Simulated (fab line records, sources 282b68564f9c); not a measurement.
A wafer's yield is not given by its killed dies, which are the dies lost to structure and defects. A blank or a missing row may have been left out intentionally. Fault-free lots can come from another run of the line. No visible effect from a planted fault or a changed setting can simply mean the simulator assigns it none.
8D (eight disciplines) problem report, filled in by code | flow rit-cmos | the parts of the form that need people (team, actions taken, sign-off) are left out

1. PROBLEM STATEMENT
Mean of developer-temp-C at RIT_PWELL_DEVELOP_05: 24.02 C across 6 wafers in 2 lots; on wafers with no fault it is 23.00 C (standard deviation 0.1). That is +10 standard deviations from the usual mean.
The step: develop time 68 s.
The first sign was on wafer L567.2 at day 4 11:00, on litho-track-04. The record has a number at this step for 39 wafers belonging to 13 lots. Rule for "out" (also "out of limits"): further than 4 standard deviations from the usual mean. The rest of the wafers with a number are treated as sound.

2. WHAT IT IS; WHAT IT IS NOT
question                    | is                     | is not
which readings at this step | developer-temp-C       | resist-line-temp-C
which lots                  | L567, L568             | L555, L556, L557, L558, L561, L566, L569, L570, L572, L574, L578
which wafers of those lots  | all that have a number | -
read on which tools         | litho-track-04         | litho-track-02, litho-track-03
when                        | from day 4 11:00       | up to then (18 sound wafers); but 15 sound wafers of L569, L570, L572, L574, L578 came after

3. WHAT RULES OUT EACH SUSPECT
Counting: a tool stays on the suspect list if, at a process step up to the reading, it processed all lots that are out and no sound lot following the first of them.
- litho-track-04 at RIT_PWELL_DEVELOP_05 (develop time 68 s): kept. It processed each lot that is out, first L567 at day 4 11:00, and no sound lot thereafter; up to then, the last sound lot it processed was L556 at day 2 11:00. Out on those wafers are its own readings of developer-temp-C.
Remaining after the count: litho-track-04 at RIT_PWELL_DEVELOP_05.

4. THE CAUSE (what the simulator had put in)
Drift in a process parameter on litho-track-04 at RIT_PWELL_DEVELOP_05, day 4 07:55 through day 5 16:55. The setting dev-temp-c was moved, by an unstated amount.
Only this tool survived the counting.

5. SEQUENCE OF EFFECTS, ordered by route
Each row: a reading whose mean over the struck wafers that have a number lies more than 3 standard deviations from the usual. Only readings for which the record gives a usual standard deviation are gone through. hours: the time from each lot's start at the first step in this table that gives one to its start at this step, as a median over the lots. sigmas: the change in usual standard deviations.
hours | step                 | reading          | usual   | on struck wafers | change | sigmas
0     | RIT_PWELL_DEVELOP_05 | developer-temp-C | 23.00 C | 24.02            | +1.02  | +10
Its process steps:
- RIT_PWELL_DEVELOP_05: develop time 68 s.
Later steps that measure or inspect, where all struck wafers having a row at the step show a number for every such reading and not one has moved that far: RIT_WELLDRIVE_RS_MEAS_01, RIT_NRETRO_OVL_MEAS_06, RIT_FOX2_THK_MEAS_91.

6. HOW IT WOULD HAVE BEEN CAUGHT EARLIER
In this record no reading fell out of limits until day 4 11:00, 3 hours after the fault had begun at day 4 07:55.
